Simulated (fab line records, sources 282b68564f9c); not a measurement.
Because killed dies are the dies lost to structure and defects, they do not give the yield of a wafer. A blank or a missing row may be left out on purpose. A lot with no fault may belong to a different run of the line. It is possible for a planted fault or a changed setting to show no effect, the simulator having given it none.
Problem report, 8D (eight disciplines) form, completed by code / flow rit cmos / the parts of the form that need people (team, actions taken, sign-off) are left out

== 1. PROBLEM STATEMENT ==
plate temp C at RIT_NWELL_SOFTBAKE_02 reads a mean of 90.60 C on 9 wafers of 3 lots; wafers without a fault read 89.97 C with a standard deviation of 0.11. That puts it +5.7 standard deviations away from the usual mean.
The step: time 60 s.
Earliest sighting: wafer L512.2 on litho track-01 at day 3 13:10. At this step, 39 wafers from 13 lots have a number in the record. The rule behind "out" and "out of limits": a value lying over 4 standard deviations away from the usual mean. The other wafers with a number count as sound.

== 2. WHAT IT IS AND WHAT IT IS NOT ==
question=which readings at this step | is=plate temp C | is not=-
question=which lots | is=L512, L514, L517 | is not=L505, L506, L507, L508, L519, L520, L522, L523, L524, L525
question=which wafers of those lots | is=all that have a number | is not=-
question=read on which tools | is=litho track-01 | is not=litho track-02, litho track-03
question=when | is=from day 3 13:10 | is not=up to then (12 sound wafers); but 18 sound wafers of L519, L520, L522, L523, L524, L525 came after

== 3. SUSPECTS, AND WHAT RULES EACH OUT ==
Counting: a tool stays on the suspect list if, at a process step up to the reading, it processed all lots that are out and no sound lot following the first of them.
- litho track-01 at RIT_NWELL_SOFTBAKE_02 (time 60 s): kept. It processed each lot that is out, first L512 at day 3 13:10, and no sound lot thereafter; up to then, the last sound lot it processed was L508 at day 2 12:26. Out on those wafers are its own readings of plate temp C.
Remaining after the count: litho track-01 at RIT_NWELL_SOFTBAKE_02.

== 4. THE CAUSE (what the simulator had put in) ==
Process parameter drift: litho track-01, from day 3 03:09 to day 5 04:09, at RIT_NWELL_SOFTBAKE_02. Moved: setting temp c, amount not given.
The count eliminated every tool but this one.

== 5. THE CHAIN OF EFFECTS, in route order ==
Each row: a reading where the mean over the struck wafers with a number is more than 3 standard deviations away from the usual. Scope: only readings with a usual standard deviation given in the record; hours: median across lots of the time from each lot's start at the first step in this table that gives one to its start at this step; sigmas: change in usual standard deviations.
hours=0; step=RIT_NWELL_SOFTBAKE_02; reading=heater power total W; usual=34.56 W; on struck wafers=34.88; change=+0.32; sigmas=+5.7
hours=0; step=RIT_NWELL_SOFTBAKE_02; reading=plate temp C; usual=89.97 C; on struck wafers=90.60; change=+0.63; sigmas=+5.7
Process steps it contains:
- RIT_NWELL_SOFTBAKE_02: time 60 s.

== 6. WHAT WOULD HAVE CAUGHT IT SOONER ==
The fault began at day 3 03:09; the first out-of-limits reading in this record came at day 3 13:10, 10 hours later.
